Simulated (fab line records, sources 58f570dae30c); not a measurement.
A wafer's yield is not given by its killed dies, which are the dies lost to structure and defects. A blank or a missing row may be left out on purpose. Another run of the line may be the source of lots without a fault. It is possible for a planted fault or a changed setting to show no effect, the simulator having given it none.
Shared-tool check + flow berkeleyCmos170 + Sample size 14 lots and 42 wafers

## REASON IT WAS OPENED
At UCB170_PLDD_TW_MEAS_11 the reading PLDD_TW is flagged on 2 of 14 lots. Fault-free wafers read 1008, with a standard deviation of 11.
Rule: a lot is flagged when every wafer of it that has a number lies more than 4 standard deviations from that mean, or none has a number. As for the other lots, they are considered sound.

| lot  | measured     | on           | PLDD_TW, wafer by wafer | flag    |
|------|--------------|--------------|-------------------------|---------|
| L304 | day 6 22:14  | filmMetro-01 | 1024 1028 1028          |         |
| L305 | day 7 12:02  | filmMetro-02 | 998 988 994             |         |
| L306 | day 7 12:30  | filmMetro-02 | 996 997 995             |         |
| L307 | day 8 02:42  | filmMetro-01 | 1020 1018 1024          |         |
| L313 | day 9 01:54  | filmMetro-01 | 1079 1078 1077          | FLAGGED |
| L314 | day 9 07:58  | filmMetro-01 | 1022 1025 1023          |         |
| L316 | day 9 08:11  | filmMetro-01 | 1074 1076 1078          | FLAGGED |
| L315 | day 9 08:29  | filmMetro-03 | 1006 1011 1015          |         |
| L317 | day 10 09:01 | filmMetro-02 | 998 994 997             |         |
| L319 | day 10 09:23 | filmMetro-01 | 1023 1016 1018          |         |
| L323 | day 11 09:13 | filmMetro-02 | 994 989 994             |         |
| L326 | day 12 00:27 | filmMetro-02 | 996 1003 995            |         |
| L325 | day 12 00:32 | filmMetro-02 | 994 999 995             |         |
| L327 | day 12 01:01 | filmMetro-02 | 1004 1002 1001          |         |
The numbers of the flagged lots are 1077 on average: +69 against the usual, or +6 standard deviations.

## TOOL THAT RAN EACH LOT
3 process steps preceding the reading are held in the record, out of 331 steps in the route. Read each cell as the tool, then ch plus the chambers that the sampled wafers visited, then the start.
| lot  | flag    | UCB170_PFIELD_STRIP_08             | UCB170_GATE_ETCH_15             | UCB170_PLDD_IMPLANT_09          |
|------|---------|------------------------------------|---------------------------------|---------------------------------|
| L304 |         | plasmaAsher-01 ch 0,1, day 4 17:31 | rieSi-02 ch 0,1,3, day 6 20:08  | implanter-04 ch 0, day 6 22:01  |
| L305 |         | plasmaAsher-01 ch 0,1, day 5 00:11 | rieSi-02 ch 0,2,3, day 7 08:34  | implanter-01 ch 0, day 7 11:47  |
| L306 |         | plasmaAsher-03 ch 0,1, day 5 08:07 | rieSi-01 ch 0,1,3, day 7 08:49  | implanter-04 ch 0, day 7 12:13  |
| L307 |         | plasmaAsher-04 ch 0, day 5 21:28   | rieSi-01 ch 1,3, day 8 00:27    | implanter-02 ch 0, day 8 02:28  |
| L313 | FLAGGED | plasmaAsher-03 ch 0,1, day 6 18:02 | rieSi-02 ch 0,1, day 8 23:44    | implanter-04 ch 0, day 9 01:38  |
| L314 |         | plasmaAsher-03 ch 0,1, day 7 04:25 | rieSi-01 ch 2,3, day 9 05:58    | implanter-02 ch 0, day 9 07:44  |
| L316 | FLAGGED | plasmaAsher-03 ch 1, day 7 04:52   | rieSi-02 ch 2,3, day 9 06:13    | implanter-04 ch 0, day 9 07:56  |
| L315 |         | plasmaAsher-01 ch 0,1, day 7 04:39 | rieSi-01 ch 1,2,3, day 9 06:20  | implanter-01 ch 0, day 9 08:16  |
| L317 |         | plasmaAsher-01 ch 0,1, day 7 19:11 | rieSi-02 ch 0,2, day 10 06:37   | implanter-01 ch 0, day 10 08:48 |
| L319 |         | plasmaAsher-03 ch 0,1, day 7 16:26 | rieSi-01 ch 2,3, day 10 06:52   | implanter-02 ch 0, day 10 09:11 |
| L323 |         | plasmaAsher-01 ch 0,1, day 8 22:07 | rieSi-02 ch 0,1,3, day 11 07:13 | implanter-01 ch 0, day 11 08:58 |
| L326 |         | plasmaAsher-04 ch 0,1, day 9 16:37 | rieSi-01 ch 0,2, day 11 22:17   | implanter-01 ch 0, day 12 00:12 |
| L325 |         | plasmaAsher-04 ch 0,1, day 9 18:06 | rieSi-02 ch 1,3, day 11 22:18   | implanter-04 ch 0, day 12 00:17 |
| L327 |         | plasmaAsher-03 ch 0,1, day 9 17:23 | rieSi-02 ch 0,1,2, day 11 22:47 | implanter-01 ch 0, day 12 00:46 |
What these steps do:
- UCB170_PFIELD_STRIP_08: strips in O2.
- UCB170_GATE_ETCH_15: etches poly-Si in HBr/Cl2, stops on SiO2, time 56.3 s, target depth 278.2 nm.
- UCB170_PLDD_IMPLANT_09
- UCB170_PLDD_TW_MEAS_11

## FLAGGED OVER TOTAL, TOOL BY TOOL (the gauges that took the reading come last)
| step                   | tool           | lots run | flagged | share of the flagged lots | sound lots run after its first flagged lot |
|------------------------|----------------|----------|---------|---------------------------|--------------------------------------------|
| UCB170_PFIELD_STRIP_08 | plasmaAsher-01 | 5        | 0       | none                      | -                                          |
| UCB170_PFIELD_STRIP_08 | plasmaAsher-03 | 6        | 2       | all                       | 3 (L314,L319,L327)                         |
| UCB170_PFIELD_STRIP_08 | plasmaAsher-04 | 3        | 0       | none                      | -                                          |
| UCB170_GATE_ETCH_15    | rieSi-01       | 6        | 0       | none                      | -                                          |
| UCB170_GATE_ETCH_15    | rieSi-02       | 8        | 2       | all                       | 4 (L317,L323,L325,L327)                    |
| UCB170_PLDD_IMPLANT_09 | implanter-01   | 6        | 0       | none                      | -                                          |
| UCB170_PLDD_IMPLANT_09 | implanter-02   | 3        | 0       | none                      | -                                          |
| UCB170_PLDD_IMPLANT_09 | implanter-04   | 5        | 2       | all                       | 1 (L325)                                   |
| UCB170_PLDD_TW_MEAS_11 | filmMetro-01   | 6        | 2       | all                       | 2 (L314,L319)                              |
| UCB170_PLDD_TW_MEAS_11 | filmMetro-02   | 7        | 0       | none                      | -                                          |
| UCB170_PLDD_TW_MEAS_11 | filmMetro-03   | 1        | 0       | none                      | -                                          |

## WHAT THE TABLE ALLOWS
4 rows of the table ran every flagged lot: plasmaAsher-03 at UCB170_PFIELD_STRIP_08, rieSi-02 at UCB170_GATE_ETCH_15, implanter-04 at UCB170_PLDD_IMPLANT_09, filmMetro-01 at UCB170_PLDD_TW_MEAS_11.
- plasmaAsher-03 at UCB170_PFIELD_STRIP_08: 2 of its 6 lots flagged. Sound lots followed the first flagged one (L314, L319, L327) on it, something a lasting fault affecting the whole tool could not allow.
- rieSi-02 at UCB170_GATE_ETCH_15: 2 of its 8 lots flagged. Sound lots followed the first flagged one (L317, L323, L325, L327) on it, something a lasting fault affecting the whole tool could not allow.
- implanter-04 at UCB170_PLDD_IMPLANT_09: 2 of its 5 lots flagged. Sound lots followed the first flagged one (L325) on it, something a lasting fault affecting the whole tool could not allow. Its own readings lie more than 4 standard deviations out on every wafer of the flagged lots: beamOnS, doseIonsCm2, faradayCurrentUA.
- filmMetro-01 at UCB170_PLDD_TW_MEAS_11: 2 of its 6 lots flagged. Sound lots followed the first flagged one (L314, L319) on it, something a lasting fault affecting the whole tool could not allow.
Not one row of the table ran every flagged lot while running no sound lot after the first.

## WHAT THE SIMULATOR PUT IN
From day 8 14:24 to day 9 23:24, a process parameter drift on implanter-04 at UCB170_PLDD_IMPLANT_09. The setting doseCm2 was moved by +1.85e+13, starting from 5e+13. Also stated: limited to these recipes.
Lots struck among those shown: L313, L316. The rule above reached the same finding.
